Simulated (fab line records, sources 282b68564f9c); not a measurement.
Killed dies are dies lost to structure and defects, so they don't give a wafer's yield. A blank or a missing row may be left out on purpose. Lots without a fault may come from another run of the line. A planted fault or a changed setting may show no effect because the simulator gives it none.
Tool commonality check | flow rit_cmos | 14 lots, 42 wafers sampled

WHY IT WAS OPENED
At RIT_SDANNEAL_RS_MEAS_04 the reading PSD_RS is flagged on 2 of 14 lots. Wafers without a fault read 115.78 ohm/sq, standard deviation 0.28.
Rule: a lot is flagged when every wafer of it that has a number lies more than 4 standard deviations from that mean, or none has a number. The other lots count as sound.

lot  | measured    | on            | PSD_RS (ohm/sq), wafer by wafer | flag
L888 | day 3 16:29 | film_metro-04 | 115.88 115.81 115.89            |
L889 | day 3 19:09 | film_metro-02 | 116.17 115.84 115.80            |
L890 | day 3 19:40 | film_metro-04 | 115.81 115.94 115.90            |
L891 | day 4 00:17 | film_metro-02 | 116.08 116.16 116.12            |
L892 | day 4 07:52 | film_metro-02 | 115.86 115.84 115.77            |
L893 | day 4 08:19 | film_metro-04 | 115.76 116.04 115.90            |
L894 | day 4 12:01 | film_metro-02 | 115.57 115.81 115.92            |
L897 | day 5 01:39 | film_metro-04 | 115.94 116.01 115.97            |
L898 | day 5 11:59 | film_metro-03 | 97.24 97.18 97.28               | FLAGGED
L899 | day 5 18:38 | film_metro-04 | 115.41 115.85 116.01            |
L900 | day 5 20:53 | film_metro-02 | 96.51 96.70 96.74               | FLAGGED
L905 | day 6 21:32 | film_metro-03 | 115.50 115.63 115.43            |
L907 | day 7 05:55 | film_metro-03 | 115.68 115.50 115.81            |
L911 | day 8 02:43 | film_metro-03 | 115.62 115.93 115.57            |
The numbers of the flagged lots are 96.94 ohm/sq on average: -18.84 ohm/sq against the usual, or -67 standard deviations.

WHICH TOOL RAN EACH LOT
The record holds 1 process step before the reading, out of a route of 202 steps. In each cell: the tool, then ch and the chambers that the sampled wafers went through, then the start.
lot  | flag    | RIT_SDANNEAL_RTA_03
L888 |         | rtp_anneal-01 ch 0, day 3 16:25
L889 |         | rtp_anneal-02 ch 0, day 3 19:04
L890 |         | rtp_anneal-01 ch 0, day 3 19:35
L891 |         | rtp_anneal-02 ch 0, day 4 00:14
L892 |         | rtp_anneal-01 ch 0, day 4 07:48
L893 |         | rtp_anneal-02 ch 0, day 4 08:16
L894 |         | rtp_anneal-01 ch 0, day 4 11:56
L897 |         | rtp_anneal-01 ch 0, day 5 01:35
L898 | FLAGGED | rtp_anneal-01 ch 0, day 5 11:56
L899 |         | rtp_anneal-02 ch 0, day 5 18:35
L900 | FLAGGED | rtp_anneal-01 ch 0, day 5 20:50
L905 |         | rtp_anneal-02 ch 0, day 6 21:28
L907 |         | rtp_anneal-02 ch 0, day 7 05:49
L911 |         | rtp_anneal-02 ch 0, day 8 02:40
What these steps do:
- RIT_SDANNEAL_RTA_03: time 5 s.
- RIT_SDANNEAL_RS_MEAS_04: measures by four-point-probe.

FLAGGED OVER TOTAL, TOOL BY TOOL (the gauges that took the reading come last)
step                    | tool          | lots run | flagged | share of the flagged lots | sound lots run after its first flagged lot
RIT_SDANNEAL_RTA_03     | rtp_anneal-01 | 7        | 2       | all                       | 0
RIT_SDANNEAL_RTA_03     | rtp_anneal-02 | 7        | 0       | none                      | -
RIT_SDANNEAL_RS_MEAS_04 | film_metro-02 | 5        | 1       | some                      | 0
RIT_SDANNEAL_RS_MEAS_04 | film_metro-03 | 4        | 1       | some                      | 3 (L905,L907,L911)
RIT_SDANNEAL_RS_MEAS_04 | film_metro-04 | 5        | 0       | none                      | -

WHAT THE TABLE ALLOWS
1 row of the table ran every flagged lot: rtp_anneal-01 at RIT_SDANNEAL_RTA_03.
- rtp_anneal-01 at RIT_SDANNEAL_RTA_03: 2 of its 7 lots flagged. Its last sound lot is L897 (day 5 01:35), its first flagged lot L898 (day 5 11:56): a fault that began between those two fits.
One tool is left: rtp_anneal-01 at RIT_SDANNEAL_RTA_03.

WHAT THE SIMULATOR HAD PUT IN
Process parameter drift: rtp_anneal-01, from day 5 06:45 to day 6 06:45, at RIT_SDANNEAL_RTA_03. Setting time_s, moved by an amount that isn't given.
Lots struck among those shown: L898, L900. The rule above found the same.
